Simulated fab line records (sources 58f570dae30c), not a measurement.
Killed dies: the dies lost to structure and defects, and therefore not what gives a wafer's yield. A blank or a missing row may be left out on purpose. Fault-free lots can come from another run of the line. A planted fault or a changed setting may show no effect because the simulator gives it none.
Split-lot experiment -- flow berkeley cmos170 -- on a route of 331 steps: 5 lots, 23 wafers read

## ON THE SPLIT
At UCB170_V1_PEB_10, the setting peb temp c was moved away from the recipe's 130 C on 8 of the 23 wafers read, by -2.8% to +1.3%. The other wafers ran this setting at the recipe's value.

## FROM THE SPLIT TO THE READING: what the file shows between them, 4 steps
- UCB170_V1_DEVELOP_11: develop time 45 s
- UCB170_V1_CD_MEAS_12: target cd 700 nm
- UCB170_V1_ETCH_14: etches SiO2 in CHF3/CF4/Ar, stops on Al, target depth 1250 nm, time 291 s
- UCB170_V1_STRIP_15: strips in O2

## THE READING
cd nm (nm) at UCB170_V1_CD_MEAS_90, where the cd target is 700 nm. A value of 700.5 nm with a standard deviation of 1.1 nm is what fault-free wafers of this fab line usually give.

wafer,"tool, chamber at the split","peb temp c as run, C",against the recipe,"cd nm, nm",against lot-mates on the recipe
L076.1,"litho track-01, 0",128.5,-1.2%,690.8,-9.4
L076.2,"litho track-01, 0",130,recipe,701.1,-
L076.3,"litho track-01, 0",128.5,-1.2%,690.0,-10.2
L076.4,"litho track-01, 0",130,recipe,699.2,-
L076.6,"litho track-01, 0",128.5,-1.2%,690.5,-9.7
L075.4,"litho track-03, 0",130,recipe,698.7,-
L075.5,"litho track-03, 0",130,recipe,698.2,-
L075.6,"litho track-03, 0",130,recipe,699.6,-
L079.1,"litho track-03, 0",131.7,+1.3%,710.4,+10.6
L079.2,"litho track-03, 0",131.7,+1.3%,711.1,+11.3
L079.3,"litho track-03, 0",130,recipe,700.5,-
L079.5,"litho track-03, 0",130,recipe,699.1,-
L079.6,"litho track-03, 0",131.7,+1.3%,709.2,+9.4
L083.1,"litho track-01, 0",126.4,-2.8%,673.3,-28.1
L083.2,"litho track-01, 0",130,recipe,700.8,-
L083.3,"litho track-01, 0",130,recipe,701.1,-
L083.5,"litho track-01, 0",130,recipe,702.3,-
L083.6,"litho track-01, 0",126.4,-2.8%,674.9,-26.5
L085.1,"litho track-04, 0",130,recipe,699.4,-
L085.2,"litho track-04, 0",130,recipe,699.2,-
L085.3,"litho track-04, 0",130,recipe,699.4,-
L085.4,"litho track-04, 0",130,recipe,699.6,-
L085.6,"litho track-04, 0",130,recipe,698.5,-

THE FIT
A straight line over all 23 wafers: cd nm changes by +8.78 nm for each +1% of peb temp c; r = +0.99; the points scatter about the line by 1.2 nm.
The same after taking each lot's own level away (the mean of its wafers on the recipe; 23 wafers): +9.18 nm for each +1%; r = +0.99; scatter 1.1 nm.
That fit puts the effect of the largest move of peb temp c on the reading at 25 nm.
The lots' own levels span 698.83 to 701.40 nm, that is 2.3 times the standard deviation above.
So the lot-to-lot level changes the slope little: the two slopes agree.
Check: -24.5 nm against its lot-mates is what the line predicts for one of the wafers moved furthest among these (-2.8%) when that wafer is left out of the fit. It came out at -28.1 nm against them.

## THE OTHER SPLITS THESE WAFERS WENT THROUGH
Other splits were also applied to these wafers ahead of the reading. Each is held against what the fit with the lots' levels taken away leaves over:
other split on the same wafers,wafers away from the commonest value,r with cd nm (lot level and that fit taken away)
UCB170_CONTACT_COAT_10 resist thk nm,7,+0.14
UCB170_M1_EXPOSE_06 dose mj,7,-0.15
UCB170_M1_METAL_ETCH_12 bias w,9,-0.38

## THE WHOLE CHAIN: every reading that the file lists as answering this split, in the file's order
step,what it does,reading,change (the file's fit),r (the file's)
UCB170_V1_CD_MEAS_12,target cd 700 nm,cd nm,+9.49 nm for each +1% of the setting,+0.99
UCB170_V1_ETCH_14,"etches SiO2 in CHF3/CF4/Ar, stops on Al, target depth 1250 nm, time 291 s","V1.cd nm (the simulator's own value, which no gauge read)",+9.39 nm for each +1% of the setting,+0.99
UCB170_V1_CD_MEAS_90,target cd 700 nm,cd nm,+9.37 nm for each +1% of the setting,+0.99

## THE FILE'S OWN FIT
cd nm changes by +9.37 nm for each +1% of peb temp c, r = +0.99.
